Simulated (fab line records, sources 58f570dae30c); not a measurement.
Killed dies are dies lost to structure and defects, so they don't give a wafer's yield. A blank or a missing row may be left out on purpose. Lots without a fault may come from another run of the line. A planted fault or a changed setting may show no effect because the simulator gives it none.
One fault seen from 2 desks | flow berkeley_cmos170 | each desk has only its own numbers; what lay behind them comes last

THE METROLOGY DESK
What the gauges read, lot by lot, whatever tool the lot ran on: means of the sampled wafers that have a number. A lot is out of limits, marked OUT, if its mean lies more than 4 standard deviations from the usual mean; the brackets give that distance.
Columns: A = M2_AL_RS at UCB170_M2_RS_MEAS_02, usual 0.0320 ohm/sq; B = M2_AL_THK at UCB170_M2_THK_MEAS_03, usual 907 nm
lot  | first seen here | A                | B
L948 | day 7 14:55     | 0.0327           | 884
L950 | day 7 15:00     | 0.0319           | 919
L951 | day 7 22:14     | 0.0323           | 894
L953 | day 8 08:17     | 0.0322           | 904
L954 | day 8 16:22     | 0.0325           | 889
L960 | day 9 15:32     | 0.0319           | 916
L959 | day 9 15:46     | 0.0322           | 902
L961 | day 10 03:27    | 0.0448 (+30) OUT | 748 (-12) OUT
L962 | day 10 11:38    | 0.0443 (+29) OUT | 757 (-12) OUT
L964 | day 10 12:10    | 0.0318           | 906
L965 | day 11 00:49    | 0.0324           | 897
L968 | day 11 10:41    | 0.0324           | 898
L969 | day 11 11:17    | 0.0315           | 925
L970 | day 11 11:28    | 0.0318           | 918
This desk's finding: out of limits on L961, L962; first on L961, day 10 03:27 (M2_AL_RS at UCB170_M2_RS_MEAS_02). In limits: L948, L950, L951, L953, L954, L960, L959, L964, L965, L968, L969, L970.

THE TOOL OWNER'S DESK: pvd_sputter-03
The tool's own readings at UCB170_M2_SPUTTER_01 (material Al, target thk 900 nm, time 120 s): means of the sampled wafers that have a number, for each lot that ran on this tool. A lot is out of limits, marked OUT, if its mean lies more than 4 standard deviations from the usual mean; the brackets give that distance.
Columns: A = throttle_valve_pct at UCB170_M2_SPUTTER_01, usual 30.5 %
lot  | first seen here | A
L950 | day 7 14:55     | 30.2
L953 | day 8 08:11     | 30.0
L961 | day 10 03:19    | 30.0
L962 | day 10 11:33    | 30.5
This desk's finding: nothing out of limits on any of the 4 lots.

PUT TOGETHER
The metrology desk could have raised an alarm at day 10 03:27, on L961, L962.
The tool owner's desk saw nothing out of limits.
The tool owner's desk has L961, L962 on record, within its limits.
Of the lots named, all ran UCB170_M2_SPUTTER_01 on pvd_sputter-03.

WHAT THE SIMULATOR HAD PUT IN
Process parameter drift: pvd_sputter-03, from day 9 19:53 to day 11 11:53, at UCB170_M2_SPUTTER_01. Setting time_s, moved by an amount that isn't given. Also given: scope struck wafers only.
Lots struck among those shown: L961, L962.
Hours from the fault's start to each desk's first reading out of limits: the metrology desk, 8.
